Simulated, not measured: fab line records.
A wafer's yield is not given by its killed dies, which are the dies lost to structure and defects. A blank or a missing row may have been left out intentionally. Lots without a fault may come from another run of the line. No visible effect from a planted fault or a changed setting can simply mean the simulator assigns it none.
fab line records	flow rit_cmos
record: lots: 14	wafers: 42	last_day: 7
route steps=202 shown FOX2@27 GATE@93 PSD@150 M1@193
lots that met no fault: from a run of the same line without faults
start_h: hours from the record's opening day to when the first of the lot's shown wafers began	wait_h: hours from the lot's prior step to this one	" as in the row above	L1.1+2: one row covering several wafers at once	- either no value or no given start	* or withheld: withheld	< > ~ a bound
route shown NAME@n: NAME is a module with steps in the file, n the number in the route of the first one	usual: mean/standard deviation taken from wafers without a fault	same: alike in all rows	chamber/n: place in a boat	sites: per-site readings	_std_site: standard deviation across them	_edge_site: the outer-site mean with the inner-site mean subtracted	radius_mm: for every site, how far away it sits from the centre of the wafer	mask NAME#n: copy n	behind: tool/chamber where the wafer was last shaped	hold: why the lot was held/for how many hours/how that ended	device: the n, p or np transistor that did not switch	end of line: tests of these same wafers at the route's end	a step given without rows: its recipe and nothing more	killed: dies that structure and defects cost at the first sort, which is not the same as the wafer's yield	map: shows each die of a wafer: x if killed, . if not, _ if none is there
set.NAME: the setting as run; set.NAME@STEP: as run at that earlier step	model.NAME: the simulator's own value behind a step, which no gauge read
a sample of lots followed through the steps of the route, with each step as a table and each wafer as a row
services: the hour from which a tool's chamber was out of use, counted from the record's first day as start_h (under 0 if before that day), plus the number of hours and why
== steps ==
step: RIT_FOX2_THK_MEAS_90
recipe: reads: SiO2_of_FOX2_OXIDATION_00
usual: FIELD_OXIDE_LEFT_1_THK: 320/6.5
lot.wafer	tool	chamber	start_h	wait_h	FIELD_OXIDE_LEFT_1_THK[nm]
L479.3	film_metro-02	-	33.17	0.0	329
L479.5	"	-	"	"	329
L479.6	"	-	"	"	326
L480.1	film_metro-01	-	41.44	0.0	334
L480.2	"	-	"	"	334
L480.3	"	-	"	"	336
L481.2	film_metro-01	-	45.23	0.0	324
L481.3	"	-	"	"	326
L481.6	"	-	"	"	324
L482.2	film_metro-02	-	46.77	0.0	322
L482.3	"	-	"	"	322
L482.5	"	-	"	"	323
L485.1	film_metro-02	-	61.66	0.0	314
L485.3	"	-	"	"	308
L485.5	"	-	"	"	314
L489.2	film_metro-01	-	80.52	0.0	323
L489.4	"	-	"	"	330
L489.6	"	-	"	"	331
L490.2	film_metro-02	-	87.86	0.0	319
L490.3	"	-	"	"	319
L490.6	"	-	"	"	321
L491.2	film_metro-03	-	92.06	0.0	324
L491.3	"	-	"	"	325
L491.5	"	-	"	"	318
L492.3	film_metro-01	-	97.59	0.0	324
L492.4	"	-	"	"	323
L492.6	"	-	"	"	324
L495.1	film_metro-01	-	110.69	0.0	314
L495.2	"	-	"	"	318
L495.6	"	-	"	"	317
L496.1	film_metro-02	-	117.16	0.0	314
L496.3	"	-	"	"	314
L496.6	"	-	"	"	314
L497.2	film_metro-02	-	121.07	0.0	326
L497.4	"	-	"	"	325
L497.6	"	-	"	"	320
L499.1	film_metro-02	-	132.16	0.0	317
L499.4	"	-	"	"	315
L499.6	"	-	"	"	319
L500.1	film_metro-01	-	135.73	0.0	321
L500.2	"	-	"	"	319
L500.6	"	-	"	"	315
step: RIT_GATE_OVL_MEAS_17
usual: GATE_OVL: -0.5/1.4
lot.wafer	tool	chamber	start_h	wait_h	GATE_OVL[nm]
L479.3	overlay-01	-	53.17	0.1	0.2
L479.5	"	-	"	"	-1.9
L479.6	"	-	"	"	1.2
L480.1	overlay-01	-	60.35	0.1	-0.7
L480.2	"	-	"	"	-1.3
L480.3	"	-	"	"	-2.0
L481.2	overlay-01	-	63.67	0.1	0.4
L481.3	"	-	"	"	0.7
L481.6	"	-	"	"	-0.9
L482.2	overlay-02	-	67.19	0.1	-1.9
L482.3	"	-	"	"	-1.4
L482.5	"	-	"	"	-2.2
L485.1	overlay-02	-	79.96	0.1	-0.2
L485.3	"	-	"	"	0.9
L485.5	"	-	"	"	2.0
L489.2	overlay-02	-	102.48	0.1	-0.4
L489.4	"	-	"	"	-0.7
L489.6	"	-	"	"	-0.1
L490.2	overlay-01	-	105.33	0.1	0.8
L490.3	"	-	"	"	1.1
L490.6	"	-	"	"	0.9
L491.2	overlay-02	-	111.14	0.1	-1.8
L491.3	"	-	"	"	0.9
L491.5	"	-	"	"	0.2
L492.3	overlay-02	-	119.06	0.1	0.0
L492.4	"	-	"	"	-2.0
L492.6	"	-	"	"	-0.8
L495.1	overlay-01	-	133.06	0.1	0.6
L495.2	"	-	"	"	0.1
L495.6	"	-	"	"	1.5
L496.1	overlay-02	-	136.02	0.1	-1.1
L496.3	"	-	"	"	0.9
L496.6	"	-	"	"	0.3
L497.2	overlay-02	-	140.02	0.1	-3.5
L497.4	"	-	"	"	-2.8
L497.6	"	-	"	"	-4.5
L499.1	overlay-01	-	152.15	0.1	-0.5
L499.4	"	-	"	"	-0.8
L499.6	"	-	"	"	0.4
L500.1	overlay-02	-	155.22	0.1	-0.6
L500.2	"	-	"	"	-0.9
L500.6	"	-	"	"	-0.6
step: RIT_PSD_IMPLANT_08
recipe: species: BF2	energy_kev: 27	dose_cm2: 5e+15	tilt_deg: 7
usual: beam_energy_keV: 27.000/0.0084	dose_ions_cm2: 5e+15/5.4e+12	tilt_deg: 6.999/0.02
lot.wafer	tool	chamber	start_h	wait_h	beam_energy_keV	dose_ions_cm2	tilt_deg
L479.3	implanter-03	0	65.83	0.1	27.001	4.996e+15	7.007
L479.5	"	0	"	"	26.991	4.995e+15	6.975
L479.6	"	0	"	"	26.997	4.999e+15	7.036
L480.1	implanter-02	0	72.46	0.1	27.000	5.004e+15	7.039
L480.2	"	0	"	"	27.016	4.999e+15	6.980
L480.3	"	0	"	"	26.990	4.993e+15	7.005
L481.2	implanter-03	0	77.21	0.1	27.012	4.996e+15	6.989
L481.3	"	0	"	"	27.009	4.995e+15	7.033
L481.6	"	0	"	"	27.005	5.004e+15	7.018
L482.2	implanter-03	0	82.42	0.1	30.512	5.004e+15	6.999
L482.3	"	0	"	"	30.509	4.994e+15	6.992
L482.5	"	0	"	"	30.518	4.993e+15	6.983
L485.1	implanter-03	0	94.96	0.1	30.510	5.005e+15	6.991
L485.3	"	0	"	"	30.505	5.002e+15	6.955
L485.5	"	0	"	"	30.525	5.001e+15	7.007
L489.2	implanter-02	0	114.43	0.1	26.993	4.996e+15	7.010
L489.4	"	0	"	"	26.989	4.993e+15	6.984
L489.6	"	0	"	"	27.004	4.994e+15	7.007
L490.2	implanter-01	0	119.10	0.1	26.990	5.003e+15	7.006
L490.3	"	0	"	"	26.994	5.01e+15	7.010
L490.6	"	0	"	"	27.000	4.994e+15	7.022
L491.2	implanter-02	0	124.61	0.1	26.996	4.999e+15	6.992
L491.3	"	0	"	"	27.006	5.004e+15	6.992
L491.5	"	0	"	"	27.009	5.001e+15	7.011
L492.3	implanter-02	0	130.97	0.1	27.010	4.99e+15	6.978
L492.4	"	0	"	"	26.993	4.996e+15	6.988
L492.6	"	0	"	"	27.000	4.994e+15	6.985
L495.1	implanter-01	0	145.00	0.1	27.003	5.005e+15	6.973
L495.2	"	0	"	"	26.994	5.002e+15	6.989
L495.6	"	0	"	"	26.977	5.002e+15	7.006
L496.1	implanter-02	0	149.05	0.1	27.003	5.008e+15	6.999
L496.3	"	0	"	"	27.005	5.013e+15	6.999
L496.6	"	0	"	"	27.002	5.005e+15	6.992
L497.2	implanter-02	0	153.09	0.1	26.993	5.006e+15	6.975
L497.4	"	0	"	"	26.998	5e+15	6.982
L497.6	"	0	"	"	26.984	5e+15	6.957
L499.1	implanter-02	0	164.39	0.1	26.996	5.005e+15	6.986
L499.4	"	0	"	"	27.017	5.007e+15	6.994
L499.6	"	0	"	"	27.015	4.999e+15	6.974
L500.1	implanter-03	0	169.11	0.1	27.006	4.998e+15	7.009
L500.2	"	0	"	"	26.998	4.998e+15	7.019
L500.6	"	0	"	"	26.995	5.001e+15	7.050
step: RIT_PSD_TW_MEAS_10
usual: PSD_TW: 3409/24
lot.wafer	tool	chamber	start_h	wait_h	PSD_TW
L479.3	film_metro-01	-	66.13	0.1	3421
L479.5	"	-	"	"	3419
L479.6	"	-	"	"	3405
L480.1	film_metro-03	-	72.93	0.1	3401
L480.2	"	-	"	"	3379
L480.3	"	-	"	"	3386
L481.2	film_metro-01	-	77.52	0.1	3434
L481.3	"	-	"	"	3422
L481.6	"	-	"	"	3442
L482.2	film_metro-01	-	82.73	0.1	3540
L482.3	"	-	"	"	3543
L482.5	"	-	"	"	3551
L485.1	film_metro-03	-	95.29	0.1	3481
L485.3	"	-	"	"	3486
L485.5	"	-	"	"	3518
L489.2	film_metro-03	-	114.74	0.1	3410
L489.4	"	-	"	"	3439
L489.6	"	-	"	"	3429
L490.2	film_metro-01	-	119.41	0.1	3402
L490.3	"	-	"	"	3395
L490.6	"	-	"	"	3393
L491.2	film_metro-04	-	124.92	0.1	3401
L491.3	"	-	"	"	3373
L491.5	"	-	"	"	3385
L492.3	film_metro-01	-	131.26	0.1	3417
L492.4	"	-	"	"	3426
L492.6	"	-	"	"	3423
L495.1	film_metro-03	-	145.32	0.1	3423
L495.2	"	-	"	"	3430
L495.6	"	-	"	"	3395
L496.1	film_metro-04	-	149.37	0.1	3408
L496.3	"	-	"	"	3379
L496.6	"	-	"	"	3380
L497.2	film_metro-03	-	153.40	0.1	3435
L497.4	"	-	"	"	3426
L497.6	"	-	"	"	3423
L499.1	film_metro-03	-	164.72	0.1	3408
L499.4	"	-	"	"	3419
L499.6	"	-	"	"	3416
L500.1	film_metro-01	-	169.43	0.1	3415
L500.2	"	-	"	"	3420
L500.6	"	-	"	"	3431
step: RIT_SDANNEAL_RS_MEAS_04
recipe: thk_meas_gauge: four-point-probe
usual: PSD_RS: 115.9/0.34
lot.wafer	tool	chamber	start_h	wait_h	PSD_RS[ohm/sq]
L479.3	film_metro-01	-	66.63	0.1	116.2
L479.5	"	-	"	"	116.4
L479.6	"	-	"	"	116.1
L480.1	film_metro-04	-	73.45	0.0	115.8
L480.2	"	-	"	"	116.0
L480.3	"	-	"	"	115.8
L481.2	film_metro-04	-	78.02	0.1	116.2
L481.3	"	-	"	"	116.0
L481.6	"	-	"	"	116.1
L482.2	film_metro-01	-	83.22	0.1	108.9
L482.3	"	-	"	"	109.0
L482.5	"	-	"	"	109.0
L485.1	film_metro-01	-	95.98	0.0	109.2
L485.3	"	-	"	"	109.2
L485.5	"	-	"	"	109.1
L489.2	film_metro-04	-	115.23	0.1	116.2
L489.4	"	-	"	"	116.4
L489.6	"	-	"	"	116.1
L490.2	film_metro-04	-	119.94	0.1	116.0
L490.3	"	-	"	"	115.6
L490.6	"	-	"	"	115.8
L491.2	film_metro-04	-	125.45	0.1	115.9
L491.3	"	-	"	"	115.9
L491.5	"	-	"	"	116.0
L492.3	film_metro-04	-	131.77	0.1	115.7
L492.4	"	-	"	"	115.7
L492.6	"	-	"	"	115.9
L495.1	film_metro-04	-	145.81	0.0	116.3
L495.2	"	-	"	"	116.0
L495.6	"	-	"	"	116.2
L496.1	film_metro-04	-	149.87	0.0	115.7
L496.3	"	-	"	"	116.8
L496.6	"	-	"	"	116.3
L497.2	film_metro-03	-	153.91	0.1	115.4
L497.4	"	-	"	"	115.5
L497.6	"	-	"	"	115.5
L499.1	film_metro-04	-	165.22	0.0	115.6
L499.4	"	-	"	"	115.4
L499.6	"	-	"	"	115.7
L500.1	film_metro-03	-	170.00	0.0	115.1
L500.2	"	-	"	"	115.5
L500.6	"	-	"	"	115.3
step: RIT_M1_CD_MEAS_09
recipe: target_cd_nm: 2600
usual: cd_nm: 2600.5/2.1
lot.wafer	tool	chamber	start_h	wait_h	cd_nm
L479.3	cd_sem-01	-	71.49	-	2599.2
L479.5	"	-	"	"	2597.9
L479.6	"	-	"	"	2598.9
L480.1	cd_sem-02	-	78.19	-	2602.3
L480.2	"	-	"	"	2601.2
L480.3	"	-	"	"	2600.9
L481.2	cd_sem-01	-	82.75	-	2601.7
L481.3	"	-	"	"	2602.4
L481.6	"	-	"	"	2603.2
L482.2	cd_sem-02	-	88.05	-	2603.3
L482.3	"	-	"	"	2603.6
L482.5	"	-	"	"	2603.9
L485.1	cd_sem-02	-	100.90	-	2603.7
L485.3	"	-	"	"	2604.7
L485.5	"	-	"	"	2601.3
L489.2	cd_sem-01	-	119.96	-	2605.2
L489.4	"	-	"	"	2602.4
L489.6	"	-	"	"	2604.4
L490.2	cd_sem-02	-	124.92	-	2602.3
L490.3	"	-	"	"	2602.2
L490.6	"	-	"	"	2603.2
L491.2	cd_sem-01	-	130.35	-	2598.8
L491.3	"	-	"	"	2597.9
L491.5	"	-	"	"	2600.2
L492.3	cd_sem-01	-	136.65	-	2603.3
L492.4	"	-	"	"	2600.9
L492.6	"	-	"	"	2601.2
L495.1	cd_sem-02	-	150.55	-	2601.3
L495.2	"	-	"	"	2600.7
L495.6	"	-	"	"	2598.9
L496.1	cd_sem-02	-	154.77	-	2595.9
L496.3	"	-	"	"	2597.8
L496.6	"	-	"	"	2597.2
L497.2	cd_sem-02	-	158.48	-	2598.7
L497.4	"	-	"	"	2601.4
L497.6	"	-	"	"	2599.7
L499.1	cd_sem-02	-	169.98	-	2600.0
L499.4	"	-	"	"	2601.9
L499.6	"	-	"	"	2598.4
L500.1	cd_sem-01	-	174.97	-	2602.2
L500.2	"	-	"	"	2600.6
L500.6	"	-	"	"	2601.6
step: RIT_M1_PROBE_99
usual: killed_at_contacts: 0.0/0.18	killed_at_front_end: 7/3	killed_dies: 7/3	killed_open: 3.6/1.9	killed_short: 3.2/1.8
same: gross_dies: 264	killed_at_M0_to_M3: 0	killed_at_M4_up: 0	killed_at_back_side: 0	killed_at_other: 0
lot.wafer	tool	chamber	start_h	wait_h	killed_at_contacts	killed_at_front_end	killed_dies	killed_open	killed_short
L489.2	prober-02	-	122.65	0.1	0	7	7	4	3
L489.4	prober-02	-	122.75	0.2	0	4	4	2	2
L489.6	prober-02	-	122.85	0.2	0	4	4	1	3
L490.2	prober-01	-	127.63	0.1	0	10	10	6	4
L490.3	prober-01	-	127.68	0.2	0	6	6	5	1
L490.6	prober-01	-	127.83	0.2	1	6	7	6	1
L492.3	prober-01	-	139.37	0.2	0	7	7	6	1
L492.4	prober-01	-	139.42	0.2	0	7	7	5	2
L492.6	prober-01	-	139.52	0.2	0	8	8	5	3
killed by level:class
L489.2 GATE:geometric_particle:open=2 FOX1:geometric_particle:short=1 REOX:geometric_particle:open=1 REOX:geometric_particle:short=1 SPACER:geometric_particle:short=1 SPACER:geometric_particle:open=1
L489.4 GATE:geometric_particle:open=2 SPACER:geometric_particle:short=1 SILICIDE:geometric_particle:short=1
L489.6 REOX:geometric_particle:open=1 REOX:geometric_particle:short=1 SPACER:geometric_particle:short=1 SILICIDE:geometric_particle:short=1
L490.2 GATE:geometric_particle:open=2 REOX:geometric_particle:short=2 FOX1:geometric_particle:open=1 FOX2:geometric_particle:short=1 GATE:geometric_particle:short=1 REOX:geometric_particle:open=1 SPACER:geometric_particle:open=1 SILICIDE:geometric_particle:open=1
L490.3 REOX:geometric_particle:open=2 FOX1:geometric_particle:open=1 GATE:geometric_particle:open=1 REOX:geometric_particle:short=1 SPACER:geometric_particle:open=1
L490.6 GATE:geometric_particle:open=2 GATE:geometric_particle:short=1 REOX:geometric_particle:open=1 SPACER:geometric_particle:open=1 SILICIDE:geometric_particle:open=1 CONTACT:geometric_particle:open=1
L492.3 REOX:geometric_particle:open=3 SILICIDE:geometric_particle:open=3 GATE:geometric_particle:short=1
L492.4 SILICIDE:geometric_particle:open=3 FOX2:geometric_particle:short=1 REOX:geometric_particle:open=1 SPACER:geometric_particle:open=1 SPACER:geometric_particle:short=1
L492.6 REOX:geometric_particle:open=3 GATE:geometric_particle:short=2 FOX1:geometric_particle:open=1 GATE:geometric_particle:open=1 SILICIDE:geometric_particle:short=1
== services ==
tool	chamber	start_h	hours	kind
implanter-01	-	49.99	3.0	repair
implanter-02	-	51.63	2.8	repair
implanter-03	-	156.40	3.4	pm
== key ==
first_sign: step: RIT_PSD_IMPLANT_08	reading: beam_energy_keV	direction: up	sigmas: 99+	usual: 27.000	struck: 30.513
effect: step: RIT_PSD_TW_MEAS_10	reading: PSD_TW	direction: up	sigmas: 4.6	usual: 3409	struck: 3520
effect: step: RIT_SDANNEAL_RS_MEAS_04	reading: PSD_RS	direction: down	sigmas: 20	usual: 115.9	struck: 109.1
met_at RIT_PSD_IMPLANT_08
struck_lots L482,L485
tester_left_out L482,L485
not_acting_at RIT_FOX2_THK_MEAS_90,RIT_GATE_OVL_MEAS_17,RIT_M1_CD_MEAS_09
onset_between 77.21 82.42
fault: kind: process_parameter_drift	tool: implanter-03	chamber: -	onset_h: 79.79	steps: RIT_PSD_IMPLANT_08	channel: energy_kev	offset: 3.51	shape: step	end_h: 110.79	acts_in: these_recipes_only	stated: 27
tester_left_out: of these lots the tester's yield and bins aren't shown, on N5 and GAA mostly nor the transistor test; their killed dies are dies lost to structure and defects alone, not to doping, threshold or leakage, so they don't give the yield
